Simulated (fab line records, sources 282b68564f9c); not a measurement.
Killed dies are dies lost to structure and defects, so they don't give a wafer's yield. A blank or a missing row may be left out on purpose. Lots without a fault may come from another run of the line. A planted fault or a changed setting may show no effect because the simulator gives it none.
Problem report in the 8D (eight disciplines) form, filled by code | flow rit_cmos | the parts of the form that need people (team, actions taken, sign-off) are left out

1. THE PROBLEM
spin_speed_rpm at RIT_PLDD_COAT_01 reads a mean of 3448.0 rpm on 9 wafers of 3 lots; wafers without a fault read 3250.6 rpm with a standard deviation of 2.1. That is +94 standard deviations from the usual mean.
The step: resist thk 1000 nm.
First seen on wafer L762.3, day 4 02:19, on litho_track-02. The record holds 21 wafers of 7 lots with a number at this step. Rule for "out", or "out of limits": more than 4 standard deviations from the usual mean. The other wafers with a number count as sound.

2. WHAT IT IS AND WHAT IT IS NOT
question                    | is                     | is not
which readings at this step | spin_speed_rpm         | -
which lots                  | L762, L763, L767       | L756, L759, L761, L773
which wafers of those lots  | all that have a number | -
read on which tools         | litho_track-02         | litho_track-03
when                        | from day 4 02:19       | up to then (9 sound wafers); but 3 sound wafers of L773 came after

3. SUSPECTS, AND WHAT RULES EACH OUT
Counting: a tool at a process step up to the reading stays a suspect if it ran every lot that is out and no sound lot after the first of them.
- litho_track-02 at RIT_PLDD_COAT_01 (resist thk 1000 nm): kept. It ran every lot that is out, first L762 (day 4 02:19), and no sound lot after that; its last sound lot up to then is L756 (day 2 20:33). Its own readings are out on those wafers: spin_speed_rpm.
Left after counting: litho_track-02 at RIT_PLDD_COAT_01.

4. THE CAUSE (what the simulator had put in)
Process parameter drift: litho_track-02, from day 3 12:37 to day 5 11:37, at RIT_PLDD_COAT_01. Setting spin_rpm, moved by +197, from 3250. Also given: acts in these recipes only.
Counting left only this tool.

5. THE CHAIN OF EFFECTS, in route order
Each row: a reading whose mean over the struck wafers that have a number lies more than 3 standard deviations from the usual. Only readings for which the record gives a usual standard deviation are gone through. hours: the time from each lot's start at the first step in this table that gives one to its start at this step, as a median over the lots. sigmas: the change in usual standard deviations.
hours | step             | reading        | usual      | on struck wafers | change | sigmas
0     | RIT_PLDD_COAT_01 | spin_speed_rpm | 3250.6 rpm | 3448.0           | +197.4 | +94
The process steps in it:
- RIT_PLDD_COAT_01: resist thk 1000 nm.
Later measuring or inspecting steps at which every struck wafer that the step has a row for has a number for every such reading, and none has moved that far: RIT_PLDD_OVL_MEAS_06.

6. WHAT WOULD HAVE CAUGHT IT SOONER
In this record the first reading out of limits was taken at day 4 02:19, 14 hours after the fault began at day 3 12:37.
